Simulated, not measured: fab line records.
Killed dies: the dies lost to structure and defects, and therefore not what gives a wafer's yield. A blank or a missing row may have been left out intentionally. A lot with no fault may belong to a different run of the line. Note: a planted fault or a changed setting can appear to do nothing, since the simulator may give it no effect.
Tool commonality check || flow berkeley cmos170 || 45 wafers sampled across 15 lots

REASON FOR OPENING
At UCB170_NVT_TW_MEAS_09 the reading NVT_TW is flagged on 3 of 15 lots. Fault-free wafers read 530, with a standard deviation of 3.7.
Rule: flag the lot when none of its wafers has a number, or when each of its wafers that has one lies beyond 4 standard deviations from that mean. As for the other lots, they are considered sound.

{"lot": "L269", "measured": "day 6 14:16", "on": "film metro-01", "NVT_TW, wafer by wafer": "531 529 525", "flag": ""}
{"lot": "L268", "measured": "day 6 14:31", "on": "film metro-01", "NVT_TW, wafer by wafer": "530 531 532", "flag": ""}
{"lot": "L270", "measured": "day 7 06:34", "on": "film metro-01", "NVT_TW, wafer by wafer": "531 533 529", "flag": ""}
{"lot": "L271", "measured": "day 7 06:49", "on": "film metro-04", "NVT_TW, wafer by wafer": "528 526 531", "flag": ""}
{"lot": "L273", "measured": "day 7 18:36", "on": "film metro-04", "NVT_TW, wafer by wafer": "529 530 532", "flag": ""}
{"lot": "L272", "measured": "day 7 18:53", "on": "film metro-01", "NVT_TW, wafer by wafer": "533 533 533", "flag": ""}
{"lot": "L276", "measured": "day 8 03:04", "on": "film metro-04", "NVT_TW, wafer by wafer": "526 525 522", "flag": ""}
{"lot": "L277", "measured": "day 8 12:44", "on": "film metro-04", "NVT_TW, wafer by wafer": "522 524 522", "flag": ""}
{"lot": "L280", "measured": "day 9 09:14", "on": "film metro-04", "NVT_TW, wafer by wafer": "526 524 523", "flag": ""}
{"lot": "L281", "measured": "day 9 13:41", "on": "film metro-04", "NVT_TW, wafer by wafer": "549 549 549", "flag": "FLAGGED"}
{"lot": "L283", "measured": "day 10 00:39", "on": "film metro-01", "NVT_TW, wafer by wafer": "535 534 532", "flag": ""}
{"lot": "L282", "measured": "day 10 00:53", "on": "film metro-02", "NVT_TW, wafer by wafer": "558 554 557", "flag": "FLAGGED"}
{"lot": "L284", "measured": "day 10 09:46", "on": "film metro-01", "NVT_TW, wafer by wafer": "534 535 534", "flag": ""}
{"lot": "L286", "measured": "day 10 09:47", "on": "film metro-02", "NVT_TW, wafer by wafer": "556 558 554", "flag": "FLAGGED"}
{"lot": "L290", "measured": "day 11 14:46", "on": "film metro-02", "NVT_TW, wafer by wafer": "534 532 532", "flag": ""}
On average the flagged lots' numbers are 554, which is +24 against the usual, or +6 standard deviations.

EACH LOT AND THE TOOL IT RAN ON
The record holds 2 process steps before the reading, out of a route of 331 steps. Each cell gives the tool, then ch followed by the chambers the sampled wafers passed through, then the start.
{"lot": "L269", "flag": "", "UCB170_ZERO_STRIP_07": "plasma asher-02 ch 0,1, day 2 01:29", "UCB170_NVT_IMPLANT_07": "implanter-03 ch 0, day 6 14:01"}
{"lot": "L268", "flag": "", "UCB170_ZERO_STRIP_07": "plasma asher-02 ch 0,1, day 1 18:43", "UCB170_NVT_IMPLANT_07": "implanter-01 ch 0, day 6 14:17"}
{"lot": "L270", "flag": "", "UCB170_ZERO_STRIP_07": "plasma asher-02 ch 0,1, day 2 07:50", "UCB170_NVT_IMPLANT_07": "implanter-01 ch 0, day 7 06:19"}
{"lot": "L271", "flag": "", "UCB170_ZERO_STRIP_07": "plasma asher-04 ch 0,1, day 2 13:48", "UCB170_NVT_IMPLANT_07": "implanter-03 ch 0, day 7 06:34"}
{"lot": "L273", "flag": "", "UCB170_ZERO_STRIP_07": "plasma asher-04 ch 0,1, day 3 01:47", "UCB170_NVT_IMPLANT_07": "implanter-03 ch 0, day 7 18:21"}
{"lot": "L272", "flag": "", "UCB170_ZERO_STRIP_07": "plasma asher-02 ch 0,1, day 2 20:41", "UCB170_NVT_IMPLANT_07": "implanter-01 ch 0, day 7 18:40"}
{"lot": "L276", "flag": "", "UCB170_ZERO_STRIP_07": "plasma asher-04 ch 0,1, day 3 16:21", "UCB170_NVT_IMPLANT_07": "implanter-02 ch 0, day 8 02:49"}
{"lot": "L277", "flag": "", "UCB170_ZERO_STRIP_07": "plasma asher-04 ch 0, day 3 22:56", "UCB170_NVT_IMPLANT_07": "implanter-01 ch 0, day 8 12:31"}
{"lot": "L280", "flag": "", "UCB170_ZERO_STRIP_07": "plasma asher-04 ch 0,1, day 4 07:26", "UCB170_NVT_IMPLANT_07": "implanter-02 ch 0, day 9 08:59"}
{"lot": "L281", "flag": "FLAGGED", "UCB170_ZERO_STRIP_07": "plasma asher-04 ch 0,1, day 4 14:58", "UCB170_NVT_IMPLANT_07": "implanter-02 ch 0, day 9 13:26"}
{"lot": "L283", "flag": "", "UCB170_ZERO_STRIP_07": "plasma asher-04 ch 0,1, day 5 00:05", "UCB170_NVT_IMPLANT_07": "implanter-01 ch 0, day 10 00:26"}
{"lot": "L282", "flag": "FLAGGED", "UCB170_ZERO_STRIP_07": "plasma asher-02 ch 0,1, day 4 23:45", "UCB170_NVT_IMPLANT_07": "implanter-02 ch 0, day 10 00:40"}
{"lot": "L284", "flag": "", "UCB170_ZERO_STRIP_07": "plasma asher-02 ch 0,1, day 5 10:51", "UCB170_NVT_IMPLANT_07": "implanter-01 ch 0, day 10 09:31"}
{"lot": "L286", "flag": "FLAGGED", "UCB170_ZERO_STRIP_07": "plasma asher-02 ch 0,1, day 5 19:37", "UCB170_NVT_IMPLANT_07": "implanter-02 ch 0, day 10 09:32"}
{"lot": "L290", "flag": "", "UCB170_ZERO_STRIP_07": "plasma asher-04 ch 0,1, day 6 09:31", "UCB170_NVT_IMPLANT_07": "implanter-01 ch 0, day 11 14:32"}
These steps, and what they do:
- UCB170_ZERO_STRIP_07: strips in O2.
- UCB170_NVT_IMPLANT_07
- UCB170_NVT_TW_MEAS_09

FLAGGED OVER TOTAL, TOOL BY TOOL (the gauges that took the reading come last)
{"step": "UCB170_ZERO_STRIP_07", "tool": "plasma asher-02", "lots run": 7, "flagged": 2, "share of the flagged lots": "some", "sound lots run after its first flagged lot": "1 (L284)"}
{"step": "UCB170_ZERO_STRIP_07", "tool": "plasma asher-04", "lots run": 8, "flagged": 1, "share of the flagged lots": "some", "sound lots run after its first flagged lot": "2 (L283,L290)"}
{"step": "UCB170_NVT_IMPLANT_07", "tool": "implanter-01", "lots run": 7, "flagged": 0, "share of the flagged lots": "none", "sound lots run after its first flagged lot": "-"}
{"step": "UCB170_NVT_IMPLANT_07", "tool": "implanter-02", "lots run": 5, "flagged": 3, "share of the flagged lots": "all", "sound lots run after its first flagged lot": 0}
{"step": "UCB170_NVT_IMPLANT_07", "tool": "implanter-03", "lots run": 3, "flagged": 0, "share of the flagged lots": "none", "sound lots run after its first flagged lot": "-"}
{"step": "UCB170_NVT_TW_MEAS_09", "tool": "film metro-01", "lots run": 6, "flagged": 0, "share of the flagged lots": "none", "sound lots run after its first flagged lot": "-"}
{"step": "UCB170_NVT_TW_MEAS_09", "tool": "film metro-02", "lots run": 3, "flagged": 2, "share of the flagged lots": "some", "sound lots run after its first flagged lot": "1 (L290)"}
{"step": "UCB170_NVT_TW_MEAS_09", "tool": "film metro-04", "lots run": 6, "flagged": 1, "share of the flagged lots": "some", "sound lots run after its first flagged lot": 0}

WHAT THE TABLE ALLOWS
1 row of the table ran every flagged lot: implanter-02 at UCB170_NVT_IMPLANT_07.
- implanter-02 at UCB170_NVT_IMPLANT_07: 3 of its 5 lots flagged. Last sound lot L280 at day 9 08:59, first flagged lot L281 at day 9 13:26; a fault beginning in between fits. Its own readings lie more than 4 standard deviations out on every wafer of the flagged lots: dose ions cm2, faraday current uA.
What remains is a single tool, implanter-02 at UCB170_NVT_IMPLANT_07.

WHAT THE SIMULATOR PUT IN
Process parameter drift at UCB170_NVT_IMPLANT_07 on implanter-02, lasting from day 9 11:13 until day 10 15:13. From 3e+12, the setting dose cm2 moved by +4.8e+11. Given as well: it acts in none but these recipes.
Lots struck among those shown: L281, L282, L286. This agrees with what the rule above found.
